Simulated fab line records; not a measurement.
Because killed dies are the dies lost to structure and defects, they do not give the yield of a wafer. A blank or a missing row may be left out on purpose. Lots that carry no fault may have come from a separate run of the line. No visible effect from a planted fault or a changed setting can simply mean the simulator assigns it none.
Struck lot and sound lot, side by side | flow ritCmos | 14 steps out of a route of 202
Sound: the wafers L142.3, L142.4, L142.6. Wafers struck: L153.1, L153.3, L153.5. The cause comes at the end.
Order at every step that has rows: each side's tool, ch and its chambers, its first start. Under that, the readings that differ: sound wafers | struck wafers | difference of the means | sigmas: that difference in standard deviations of wafers without a fault.
alike: a reading whose means differ by less than 2 such deviations, as well as words and numbers matching on both sides. not compared: withheld readings; readings where some wafer has no value; bounds like >300 that might hide an equal value; numbers whose values overlap and for which the record gives no deviation.
A row with sigmas, a row that says differs or no value, or rows on one side alone: a step with any of these is where the two part. Numbers that have no deviation but don't overlap get no sigmas and don't part them. Lack of a reading on every wafer of one side parts them only where that side has two or more wafers.

first, 4 steps without rows for these wafers: RIT_NSD_SOFTBAKE_02 (time 60 s); RIT_NSD_EXPOSE_03 (exposes mask M9, target cd 40700 nm); RIT_NSD_PEB_04; RIT_NSD_DEVELOP_05 (develop time 50 s).
RIT_NSD_OVL_MEAS_06:
  sound: overlay-02 at day 4 15:30; struck: overlay-01 at day 6 21:58
  alike: NSD_OVL
then, 2 steps without rows for these wafers: RIT_NSD_HARDBAKE_07 (time 60 s); RIT_NSD_IMPLANT_08.
RIT_NSD_STRIP_09: strips in O2, time 180 s.
  sound on plasmaAsher-01 ch 0,1, day 4 16:01; struck on plasmaAsher-01 ch 0,1, day 6 22:19
  alike: drypumpMotorCurrentA
  not compared: rfHoursCounterH
RIT_NSD_TW_MEAS_10:
  sound: filmMetro-03 at day 4 16:10; struck: filmMetro-02 at day 6 22:29
  alike: NSD_TW
then, 3 steps without rows for these wafers: RIT_PSD_HMDS_00 (prime time 60 s); RIT_PSD_COAT_01 (resist thk 1000 nm); RIT_PSD_SOFTBAKE_02 (time 60 s).
RIT_PSD_EXPOSE_03: exposes mask M10, target cd 40900 nm.
  struck on ilineStepper-02, day 6 23:04; sound on ilineStepper-02 ch 0, day 4 16:49
  no value came back on the struck wafers for exposureDoseMJCm2, focusOffsetNm (nm), na; on the sound wafers exposureDoseMJCm2 reads 250.06 250.20 250.41
  alike: mask
after that, 1 step had no rows for these wafers: RIT_PSD_PEB_04.

## WHERE THEY PART
Only at RIT_PSD_EXPOSE_03, within this record.

WHY: the cause the simulator had injected
Beginning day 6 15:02, the whole step at RIT_PSD_EXPOSE_03 was skipped on ilineStepper-02. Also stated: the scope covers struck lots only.
